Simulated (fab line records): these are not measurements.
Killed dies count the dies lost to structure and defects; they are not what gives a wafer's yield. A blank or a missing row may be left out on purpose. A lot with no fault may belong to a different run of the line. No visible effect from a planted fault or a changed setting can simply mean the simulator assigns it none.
Problem report in the 8D (eight disciplines) form, filled by code    flow rit_cmos    the parts of the form that need people (team, actions taken, sign-off) are left out

## 1. THE PROBLEM
tilt_deg at RIT_PWELL_IMPLANT_08 reads a mean of 3.728 degrees on 6 wafers of 2 lots; wafers without a fault read 6.999 degrees with a standard deviation of 0.018. That is -99 or more standard deviations from the usual mean.
Earliest sighting: wafer L607.3 on implanter-02 at day 6 07:19. The record holds 18 wafers of 6 lots with a number at this step. By rule, "out" or "out of limits" means more than 4 standard deviations away from the usual mean. Any other wafer with a number is counted as sound.

## 2. WHAT THIS IS AND IS NOT
question                     is                      is not
which readings at this step  tilt_deg                -
which lots                   L607, L608              L587, L589, L593, L596
which wafers of those lots   all that have a number  -
read on which tools          implanter-02            implanter-03
when                         from day 6 07:19        up to then (12 sound wafers)

## 3. SUSPECTS, AND WHAT RULES EACH OUT
Counting: any tool at a process step up to the reading is kept as a suspect provided that every lot that is out went through it and no sound lot did after the first of them.
- implanter-02 at RIT_PWELL_IMPLANT_08: kept. Every lot that is out went through it, starting with L607 (day 6 07:19), and after that it ran no sound lot; the last sound lot it ran before then is L596 (day 4 03:22). Its own readings are out on those wafers: tilt_deg.
After counting, what remains is implanter-02 at RIT_PWELL_IMPLANT_08.

## 4. THE CAUSE (what the simulator had put in)
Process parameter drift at RIT_PWELL_IMPLANT_08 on implanter-02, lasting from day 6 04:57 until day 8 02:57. The setting tilt_deg was moved by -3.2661, starting from 7. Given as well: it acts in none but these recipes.
This tool alone remained once counting was done.

## 5. THE CHAIN OF EFFECTS, in route order
Each row: a reading where the mean over the struck wafers with a number is more than 3 standard deviations away from the usual. Scope: only readings with a usual standard deviation given in the record; hours: median across lots of the time from each lot's start at the first step in this table that gives one to its start at this step; sigmas: change in usual standard deviations.
hours  step                  reading   usual          on struck wafers  change  sigmas
0      RIT_PWELL_IMPLANT_08  tilt_deg  6.999 degrees  3.728             -3.271  -99 or more
Process steps it contains:
- RIT_PWELL_IMPLANT_08
Later measuring or inspecting steps at which every struck wafer that the step has a row for has a number for every such reading, and none has moved that far: RIT_PWELL_TW_MEAS_10, RIT_WELLDRIVE_RS_MEAS_01, RIT_WELLDRIVE_RS_MEAS_02.

## 6. WHAT WOULD HAVE CAUGHT IT SOONER
In this record the first reading out of limits was taken at day 6 07:19, 2 hours after the fault began at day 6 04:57.
